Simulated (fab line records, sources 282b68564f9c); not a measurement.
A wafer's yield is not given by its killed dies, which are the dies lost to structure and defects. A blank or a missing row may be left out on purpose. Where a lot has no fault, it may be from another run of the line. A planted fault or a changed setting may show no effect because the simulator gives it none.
Which tool is to blame? | flow rit cmos | 21 wafers from 7 lots sampled at 2 of the route's 202 steps

WHAT THE GAUGES READ, wafer by wafer
RIT_NLDD_OVL_MEAS_06.
lot  | measured    | on         | NLDD_OVL (nm)
L887 | day 2 23:27 | overlay-01 | -1.4 -1.4 -0.3
L890 | day 3 15:29 | overlay-02 | -1.6 0.9 -1.2
L892 | day 4 05:49 | overlay-02 | 2.3 -0.9 0.5
L896 | day 4 23:45 | overlay-02 | -181.1 -179.9 -178.9 -178.7 -177.8 -176.7
L900 | day 5 19:01 | overlay-01 | -181.6 -182.5 -182.3 -179.7 -180.1 -180.0
L904 | day 6 17:11 | overlay-02 | 1.5 1.6 -1.4
L906 | day 7 01:19 | overlay-01 | -0.7 0.8 0.6

WHAT TOOL EACH LOT RAN ON (gives the tool, then ch and the chambers of the sampled wafers, and finally the start)
lot  | RIT_NLDD_EXPOSE_03
L887 | iline stepper-01 ch 0, day 2 23:03
L890 | iline stepper-01 ch 0, day 3 15:05
L892 | iline stepper-01 ch 0, day 4 05:25
L896 | iline stepper-01 ch 0, day 4 23:21
L900 | iline stepper-01 ch 0, day 5 18:37
L904 | iline stepper-02 ch 0, day 6 16:47
L906 | iline stepper-02 ch 0, day 7 00:55
- RIT_NLDD_EXPOSE_03: exposes mask M7, target cd 40700 nm.

THE ANSWER, worked out from the rows above alone
Rule: the usual values come from the lots themselves. The widest of any qualifying gaps counts: lots, ordered by their means at a reading, are off when they make up no more than a third of the lots, leave a main group of 4 or more, and stand apart from it by 3 or more times the standard deviation of that group's means. The tables above print the reading to a certain number of digits; a main group whose means all agree to those digits is not used. Also off: a lot with no number at a reading for which 4 or more lots have one. The other lots that the step has rows for count as sound.
Off: L896, L900, at RIT_NLDD_OVL_MEAS_06 (NLDD_OVL). The main group has a mean of -0.0 nm with a standard deviation of 0.67.
If a tool, at a process step before that reading, ran all the lots that are off and no sound lot after the first of them, it fits. Gauges at RIT_NLDD_OVL_MEAS_06: tried the same way as those tools. One fits: iline stepper-01 at RIT_NLDD_EXPOSE_03. A fault onset in the window from L892 (day 4 05:25, its last sound lot) to L896 (day 4 23:21, its first lot off) fits.

WHAT THE SIMULATOR PUT IN
Scanner matching overlay: iline stepper-01, from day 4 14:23 on, at RIT_NLDD_EXPOSE_03. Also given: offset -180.
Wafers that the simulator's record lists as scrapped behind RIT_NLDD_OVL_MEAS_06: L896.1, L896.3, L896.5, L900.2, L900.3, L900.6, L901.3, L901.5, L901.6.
Lots struck among those shown: L896, L900. The same result came from the rule above.
